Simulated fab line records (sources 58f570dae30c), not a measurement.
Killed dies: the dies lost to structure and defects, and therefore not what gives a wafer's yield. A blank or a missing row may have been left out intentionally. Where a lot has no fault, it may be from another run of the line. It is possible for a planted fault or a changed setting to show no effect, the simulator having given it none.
Which tool is to blame? || flow berkeley cmos170 || 15 lots with 45 wafers sampled at 2 steps, on a route of 331 steps

== WHAT THE GAUGES SHOWED, per wafer ==
UCB170_NWELL_THK_MEAS_05. Usual: for NWELL_NITRIDE_THK the level is 222.6 nm and the standard deviation is 1.9.
{"lot": "L882", "measured": "day 3 03:47", "on": "film metro-03", "NWELL_NITRIDE_THK (nm)": "221.6 222.5 222.0", "flag": ""}
{"lot": "L883", "measured": "day 3 03:47", "on": "film metro-04", "NWELL_NITRIDE_THK (nm)": "222.3 221.1 221.4", "flag": ""}
{"lot": "L884", "measured": "day 3 13:08", "on": "film metro-04", "NWELL_NITRIDE_THK (nm)": "221.1 224.0 221.5", "flag": ""}
{"lot": "L885", "measured": "day 3 13:08", "on": "film metro-03", "NWELL_NITRIDE_THK (nm)": "223.3 227.4 224.6", "flag": ""}
{"lot": "L886", "measured": "day 3 21:37", "on": "film metro-03", "NWELL_NITRIDE_THK (nm)": "221.8 220.1 222.1", "flag": ""}
{"lot": "L887", "measured": "day 3 21:38", "on": "film metro-01", "NWELL_NITRIDE_THK (nm)": "220.9 222.2 222.6", "flag": ""}
{"lot": "L888", "measured": "day 4 05:35", "on": "film metro-03", "NWELL_NITRIDE_THK (nm)": "222.3 222.4 221.2", "flag": ""}
{"lot": "L890", "measured": "day 4 11:45", "on": "film metro-04", "NWELL_NITRIDE_THK (nm)": "218.5 219.2 219.2", "flag": ""}
{"lot": "L889", "measured": "day 4 11:46", "on": "film metro-01", "NWELL_NITRIDE_THK (nm)": "223.1 221.2 223.0", "flag": ""}
{"lot": "L891", "measured": "day 4 20:09", "on": "film metro-04", "NWELL_NITRIDE_THK (nm)": "223.6 222.9 221.1", "flag": ""}
{"lot": "L894", "measured": "day 5 11:41", "on": "film metro-03", "NWELL_NITRIDE_THK (nm)": "223.4 221.4 223.7", "flag": ""}
{"lot": "L897", "measured": "day 6 02:43", "on": "film metro-01", "NWELL_NITRIDE_THK (nm)": "221.3 222.2 221.6", "flag": ""}
{"lot": "L898", "measured": "day 6 11:18", "on": "film metro-01", "NWELL_NITRIDE_THK (nm)": "224.1 223.9 225.1", "flag": ""}
{"lot": "L899", "measured": "day 6 11:18", "on": "film metro-03", "NWELL_NITRIDE_THK (nm)": "223.6 222.5 222.3", "flag": ""}
{"lot": "L900", "measured": "day 6 18:50", "on": "film metro-03", "NWELL_NITRIDE_THK (nm)": "219.5 220.2 222.2", "flag": ""}

UCB170_PWELL_THK_MEAS_06. Usual: for PWELL_NITRIDE_THK the level is 219.8 nm and the standard deviation is 2.
{"lot": "L882", "measured": "day 4 01:28", "on": "film metro-01", "PWELL_NITRIDE_THK (nm)": "217.1 215.5 216.6", "flag": ""}
{"lot": "L883", "measured": "day 4 01:28", "on": "film metro-04", "PWELL_NITRIDE_THK (nm)": "220.3 220.1 219.5", "flag": ""}
{"lot": "L884", "measured": "day 4 09:25", "on": "film metro-01", "PWELL_NITRIDE_THK (nm)": "219.9 220.7 220.0", "flag": ""}
{"lot": "L885", "measured": "day 4 09:25", "on": "film metro-04", "PWELL_NITRIDE_THK (nm)": "221.1 223.4 221.1", "flag": ""}
{"lot": "L886", "measured": "day 4 17:36", "on": "film metro-04", "PWELL_NITRIDE_THK (nm)": "216.8 217.3 216.0", "flag": ""}
{"lot": "L887", "measured": "day 4 17:37", "on": "film metro-01", "PWELL_NITRIDE_THK (nm)": "219.9 219.6 219.9", "flag": ""}
{"lot": "L888", "measured": "day 5 00:29", "on": "film metro-01", "PWELL_NITRIDE_THK (nm)": "219.2 221.4 220.1", "flag": ""}
{"lot": "L890", "measured": "day 5 09:10", "on": "film metro-01", "PWELL_NITRIDE_THK (nm)": "219.0 218.3 218.6", "flag": ""}
{"lot": "L889", "measured": "day 5 09:11", "on": "film metro-04", "PWELL_NITRIDE_THK (nm)": "221.0 222.3 220.1", "flag": ""}
{"lot": "L891", "measured": "day 5 16:17", "on": "film metro-01", "PWELL_NITRIDE_THK (nm)": "222.6 220.3 221.9", "flag": ""}
{"lot": "L894", "measured": "day 6 05:52", "on": "film metro-02", "PWELL_NITRIDE_THK (nm)": "216.0 217.1 217.7", "flag": ""}
{"lot": "L897", "measured": "day 6 23:07", "on": "film metro-04", "PWELL_NITRIDE_THK (nm)": "221.5 221.7 221.3", "flag": ""}
{"lot": "L898", "measured": "day 7 08:10", "on": "film metro-02", "PWELL_NITRIDE_THK (nm)": "219.4 217.6 217.5", "flag": ""}
{"lot": "L899", "measured": "day 7 08:10", "on": "film metro-01", "PWELL_NITRIDE_THK (nm)": "221.5 221.1 221.9", "flag": ""}
{"lot": "L900", "measured": "day 7 16:37", "on": "film metro-04", "PWELL_NITRIDE_THK (nm)": "218.9 216.9 220.0", "flag": ""}

== EACH LOT AND THE TOOL THAT RAN IT (in order: tool; ch and the chambers of the sampled wafers; start) ==
The record shows no process step preceding these readings.

== WHAT THE TOOLS THEMSELVES READ (means of the sampled wafers that have a number; where no wafer has one, the mark that the record gives instead) ==
The record holds no such reading with a usual standard deviation.

== THE ANSWER, worked out from the rows above alone ==
Rule: lot off if the mean of its wafers having a number is beyond 3 standard deviations from the usual mean. A lot without any number at a reading at which 4 lots or more have one is off too. Any other lot the step has rows for is counted as sound. After the gauges, taken in route order, come the tools' own readings; for these a lot's mean is taken, as printed above. At the first step where some lot is off, the reading lying furthest off is the one used; lots without a number count as furthest.
Across all readings shown, no lot is off: no conclusion can be drawn from this.

== WHAT WAS PUT IN BY THE SIMULATOR ==
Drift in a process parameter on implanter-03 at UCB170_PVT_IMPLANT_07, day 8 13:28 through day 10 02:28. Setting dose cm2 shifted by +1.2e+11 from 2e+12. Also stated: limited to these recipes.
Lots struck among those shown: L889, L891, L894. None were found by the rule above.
